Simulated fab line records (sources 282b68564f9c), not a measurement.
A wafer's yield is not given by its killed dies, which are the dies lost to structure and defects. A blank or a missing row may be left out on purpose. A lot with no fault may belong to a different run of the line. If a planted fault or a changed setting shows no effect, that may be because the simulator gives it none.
Which of the tools did it?	flow rit cmos	42 wafers from 14 lots sampled at 3 of the route's 202 steps

WHAT THE GAUGES READ, wafer by wafer
RIT_SDANNEAL_RS_MEAS_04: measures by four-point-probe. Usual: for PSD_RS the level is 115.79 ohm/sq and the standard deviation is 0.26.
lot	measured	on	PSD_RS (ohm/sq)	flag
L832	day 3 06:43	film metro-01	115.81 116.00 115.80	
L834	day 3 18:31	film metro-03	115.77 115.34 115.50	
L835	day 3 23:35	film metro-02	115.86 115.91 116.07	
L838	day 4 13:02	film metro-02	116.10 116.02 115.78	
L839	day 4 18:19	film metro-01	115.85 115.86 115.56	
L840	day 4 22:16	film metro-02	116.29 115.96 116.14	
L841	day 5 03:29	film metro-03	115.68 115.72 115.49	
L842	day 5 06:19	film metro-01	115.72 115.79 115.94	
L843	day 5 12:40	film metro-02	115.48 115.22 115.32	
L848	day 6 10:29	film metro-01	115.83 115.93 116.11	
L851	day 7 05:01	film metro-03	121.13 121.14 121.45	OFF
L852	day 7 11:00	film metro-03	115.38 115.44 115.27	
L853	day 7 13:13	film metro-01	121.74 121.62 121.55	OFF
L854	day 7 16:55	film metro-02	115.29 115.64 115.54	

RIT_SDANNEAL_RS_MEAS_06: measures by four-point-probe. Usual: for PLDD_RS the level is 178.5 ohm/sq and the standard deviation is 0.51.
lot	measured	on	PLDD_RS (ohm/sq)	flag
L832	day 3 06:58	film metro-01	178.5 179.0 178.5	
L834	day 3 18:45	film metro-03	177.7 177.0 177.0	
L835	day 3 23:50	film metro-02	179.1 178.9 178.9	
L838	day 4 13:16	film metro-02	178.8 178.8 178.8	
L839	day 4 18:33	film metro-01	178.7 179.1 178.4	
L840	day 4 22:31	film metro-02	179.2 178.7 179.5	
L841	day 5 03:43	film metro-03	178.1 177.8 178.0	
L842	day 5 06:34	film metro-01	178.5 178.5 178.0	
L843	day 5 12:55	film metro-02	178.3 178.7 178.0	
L848	day 6 10:43	film metro-01	178.7 178.4 178.4	
L851	day 7 05:16	film metro-03	183.3 183.5 183.3	OFF
L852	day 7 11:14	film metro-03	177.7 177.7 178.0	
L853	day 7 13:28	film metro-01	184.0 184.8 184.1	OFF
L854	day 7 17:09	film metro-02	178.3 178.4 178.2	

TOOL THAT RAN EACH LOT (tool first, then ch and the chambers of the sampled wafers, then the start)
lot	RIT_SDANNEAL_RTA_03
L832	rtp anneal-02 ch 0, day 3 06:39
L834	rtp anneal-02 ch 0, day 3 18:23
L835	rtp anneal-01 ch 0, day 3 23:32
L838	rtp anneal-02 ch 0, day 4 12:58
L839	rtp anneal-01 ch 0, day 4 18:14
L840	rtp anneal-02 ch 0, day 4 22:13
L841	rtp anneal-01 ch 0, day 5 03:25
L842	rtp anneal-02 ch 0, day 5 06:15
L843	rtp anneal-01 ch 0, day 5 12:37
L848	rtp anneal-02 ch 0, day 6 10:25
L851	rtp anneal-01 ch 0, day 7 04:58
L852	rtp anneal-02 ch 0, day 7 10:56
L853	rtp anneal-01 ch 0, day 7 13:10
L854	rtp anneal-02 ch 0, day 7 16:50
- RIT_SDANNEAL_RTA_03: time 5 s.

AS READ BY THE TOOLS THEMSELVES (means over the sampled wafers that have a number; for cases with no such wafer, the mark the record gives instead)
RIT_SDANNEAL_RTA_03. Usual: wafer_temp_C_max reads 1053.5 (standard deviation 1.1).
lot	tool	wafer_temp_C_max	flag
L832	rtp anneal-02	1053.9	
L834	rtp anneal-02	1053.7	
L835	rtp anneal-01	1053.2	
L838	rtp anneal-02	1052.8	
L839	rtp anneal-01	1053.3	
L840	rtp anneal-02	1054.2	
L841	rtp anneal-01	1052.6	
L842	rtp anneal-02	1053.7	
L843	rtp anneal-01	1053.2	
L848	rtp anneal-02	1053.6	
L851	rtp anneal-01	1045.9	OFF
L852	rtp anneal-02	1054.4	
L853	rtp anneal-01	1044.3	OFF
L854	rtp anneal-02	1053.1	

THE ANSWER, worked out from the rows above alone
Rule: lot off if the mean of its wafers having a number is beyond 3 standard deviations from the usual mean. A lot without any number at a reading at which 4 lots or more have one is off too. All remaining lots with rows at the step are treated as sound. Order of review: gauges by route order, followed by the tools' own readings, for which a lot's mean as printed above is used. The first step at which some lot is off is used, and at that step the reading that is off furthest; a lot without a number counts as furthest.
Off: at RIT_SDANNEAL_RS_MEAS_04 (PSD_RS), L851, L853.
If a tool, at a process step before that reading, ran all the lots that are off and no sound lot after the first of them, it fits. The gauges at RIT_SDANNEAL_RS_MEAS_04 aren't tried: what is off there is off at RIT_SDANNEAL_RTA_03 too, on other tools, and a gauge's error can't cause that. One candidate fits, namely rtp anneal-01 at RIT_SDANNEAL_RTA_03. A fault onset in the window from L843 (day 5 12:37, its last sound lot) to L851 (day 7 04:58, its first lot off) fits.
The tool's own readings at RIT_SDANNEAL_RTA_03 bear it out: on the lots that are off they differ by more than 5 times the standard deviation of the sound lots' means. wafer_temp_C_max reads 1045.1 there against 1053.5 on the sound lots.

WHAT THE SIMULATOR HAD PUT IN
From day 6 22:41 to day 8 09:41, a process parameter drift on rtp anneal-01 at RIT_SDANNEAL_RTA_03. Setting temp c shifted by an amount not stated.
Lots struck among those shown: L851, L853. This agrees with what the rule above found.
